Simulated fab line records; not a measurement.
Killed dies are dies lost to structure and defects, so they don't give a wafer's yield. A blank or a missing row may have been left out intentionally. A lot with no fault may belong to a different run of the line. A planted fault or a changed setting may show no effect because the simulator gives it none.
Lot-split experiment ; flow berkeley cmos170 ; 5 lots, 23 wafers read, on a route of 331 steps

## ABOUT THE SPLIT
At UCB170_NWELL_IMPLANT_14, the setting dose cm2 was moved away from the recipe's 1e+13 on 6 of the 23 wafers read, by -6.2% to -6.1%. This setting was run at the recipe's value on the other wafers.

## SPLIT TO READING: what lies between them in the file, 1 step
- UCB170_NWELL_STRIP_15: strips in O2

## THE READING
NWELL_TW, at UCB170_NWELL_TW_MEAS_16. Typical for fault-free wafers on this fab line: 1238, with standard deviation 9.4.

wafer;tool, chamber at the split;dose cm2 as run;against the recipe;NWELL_TW;against lot-mates on the recipe
L079.2;implanter-01, 0;1e+13;recipe;1240;-
L079.3;implanter-01, 0;1e+13;recipe;1240;-
L079.4;implanter-01, 0;1e+13;recipe;1235;-
L079.5;implanter-01, 0;1e+13;recipe;1238;-
L079.6;implanter-01, 0;1e+13;recipe;1237;-
L081.1;implanter-01, 0;1e+13;recipe;1224;-
L081.2;implanter-01, 0;9.381e+12;-6.2%;1197;-24
L081.3;implanter-01, 0;9.381e+12;-6.2%;1199;-22
L081.4;implanter-01, 0;1e+13;recipe;1223;-
L081.6;implanter-01, 0;1e+13;recipe;1216;-
L083.1;implanter-04, 0;1e+13;recipe;1249;-
L083.4;implanter-04, 0;1e+13;recipe;1250;-
L083.5;implanter-04, 0;1e+13;recipe;1252;-
L084.2;implanter-01, 0;1e+13;recipe;1242;-
L084.3;implanter-01, 0;9.388e+12;-6.1%;1211;-30
L084.4;implanter-01, 0;9.388e+12;-6.1%;1207;-34
L084.5;implanter-01, 0;1e+13;recipe;1239;-
L084.6;implanter-01, 0;1e+13;recipe;1242;-
L085.1;implanter-04, 0;9.378e+12;-6.2%;1198;-29
L085.2;implanter-04, 0;9.378e+12;-6.2%;1201;-26
L085.3;implanter-04, 0;1e+13;recipe;1227;-
L085.4;implanter-04, 0;1e+13;recipe;1226;-
L085.5;implanter-04, 0;1e+13;recipe;1229;-

FIT RESULTS
A straight line over all 23 wafers: NWELL_TW changes by +5.46 for each +1% of dose cm2; r = +0.86; the points scatter about the line by 9.3.
The same after taking each lot's own level away (the mean of its wafers on the recipe; 23 wafers): +4.47 for each +1%; r = +0.98; scatter 2.9.
The reading moves by 28 for the largest change in dose cm2, on that fit.
From 1221.0 to 1250.3: that is the span of the lots' own levels, equal to 3.1 times the standard deviation above.
In other words, the slope is changed by the lot-to-lot level; the two fits disagree.
Check: for one of the wafers moved furthest among these (-6.2%), held out of the fit, the line's prediction against its lot-mates is -27.5. Against them it came out at -29.3.

## OTHER SPLITS APPLIED TO THESE WAFERS
These wafers also went through other splits before the reading. Each is held against what the fit with the lots' levels taken away leaves over:
other split on the same wafers;wafers away from the commonest value;r with NWELL_TW (lot level and that fit taken away)
UCB170_ZERO_COAT_01 resist thk nm;8;-0.44
UCB170_ZERO_DEVELOP_05 develop time s;9;+0.22

## FILE'S OWN FIT
NWELL_TW changes by +4.49 for each +1% of dose cm2, r = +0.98.
